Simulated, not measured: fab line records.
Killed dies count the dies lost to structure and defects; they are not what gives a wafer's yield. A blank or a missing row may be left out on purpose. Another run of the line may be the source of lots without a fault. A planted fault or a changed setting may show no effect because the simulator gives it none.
One fault through the eyes of 2 desks ; flow berkeleyCmos170 ; only its own numbers are on each desk; what lay behind them is given at the end

## AT THE METROLOGY DESK
What the gauges read, lot by lot, whatever tool the lot ran on: means of the sampled wafers that have a number. Any lot whose mean is over 4 standard deviations away from the usual mean is out of limits and marked OUT; that distance is given in the brackets.
Columns: A = NSD_RS at UCB170_SDANNEAL_RS_MEAS_03, usual 37.24 ohm/sq; B = cdNm at UCB170_M2_CD_MEAS_90, usual 699 nm
lot;first seen here;A;B
L164;day 6 16:08;37.20;696
L167;day 7 01:42;37.27;698
L166;day 7 01:59;37.28;700
L165;day 7 02:11;37.33;697
L170;day 8 05:04;37.24;697
L171;day 8 12:46;37.22;713 (+4.4) OUT
L172;day 8 13:21;37.17;702
L175;day 8 23:42;37.12;697
L177;day 9 10:23;37.14;700
L180;day 10 04:55;37.23;699
L181;day 10 05:47;37.29;699
L182;day 10 16:31;37.27;695
L184;day 11 11:57;37.31;698
L186;day 11 22:28;37.26;698
This desk's finding: out of limits on L171; first on L171, day 9 06:59 (cdNm at UCB170_M2_CD_MEAS_90). Within limits: L164, L167, L166, L165, L170, L172, L175, L177, L180, L181, L182, L184, L186.

## DESK OF THE TOOL OWNER: rieMetal-01
The tool's own readings at UCB170_M2_METAL_ETCH_18 (etches Al in Cl2/BCl3, stops on SiO2, target depth 1170 nm, time 195 s): means of the sampled wafers that have a number, for each lot that ran on this tool. Any lot whose mean is over 4 standard deviations away from the usual mean is out of limits and marked OUT; that distance is given in the brackets.
Columns: A = bcl3FlowSccm at UCB170_M2_METAL_ETCH_18, usual 45.02 sccm; B = drypumpMotorCurrentA at UCB170_M2_METAL_ETCH_18, usual 6.0 A; C = heBacksideLeakSccm at UCB170_M2_METAL_ETCH_18, usual 3.4 sccm; D = oesProductAu at UCB170_M2_METAL_ETCH_18, usual 0.852 a.u.; E = runLengthS at UCB170_M2_METAL_ETCH_18, usual 223.3 s; F = throttleValvePct at UCB170_M2_METAL_ETCH_18, usual 24.41 %
lot;first seen here;A;B;C;D;E;F
L167;day 7 18:56;45.00;6.2;3.2;0.848;222.6;24.32
L170;day 8 22:05;45.03;6.0;3.4;0.893;210.0 (-33) OUT;24.46
L171;day 9 06:43;45.15;5.7;3.4;0.981 (+12) OUT;184.5 (-95) OUT;24.77
This desk's finding: out of limits on L170, L171; first on L170, day 8 22:05 (runLengthS at UCB170_M2_METAL_ETCH_18). Within limits: L167.

## TAKEN TOGETHER
At day 8 22:05, on L170, L171, the tool owner's desk was in a position to raise an alarm.
An alarm was possible from the metrology desk at day 9 06:59, on L171.
The metrology desk has L170 on record, within its limits.
On rieMetal-01, each named lot ran UCB170_M2_METAL_ETCH_18.

## WHAT WAS PUT IN BY THE SIMULATOR
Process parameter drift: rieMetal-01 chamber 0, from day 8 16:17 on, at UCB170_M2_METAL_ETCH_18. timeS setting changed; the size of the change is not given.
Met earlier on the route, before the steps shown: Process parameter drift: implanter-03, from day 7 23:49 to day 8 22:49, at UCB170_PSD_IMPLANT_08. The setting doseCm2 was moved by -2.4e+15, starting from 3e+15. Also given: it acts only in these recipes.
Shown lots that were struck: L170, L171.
Time in hours from fault onset to the first out-of-limits reading at each desk: tool owner's desk 6, metrology desk 15.
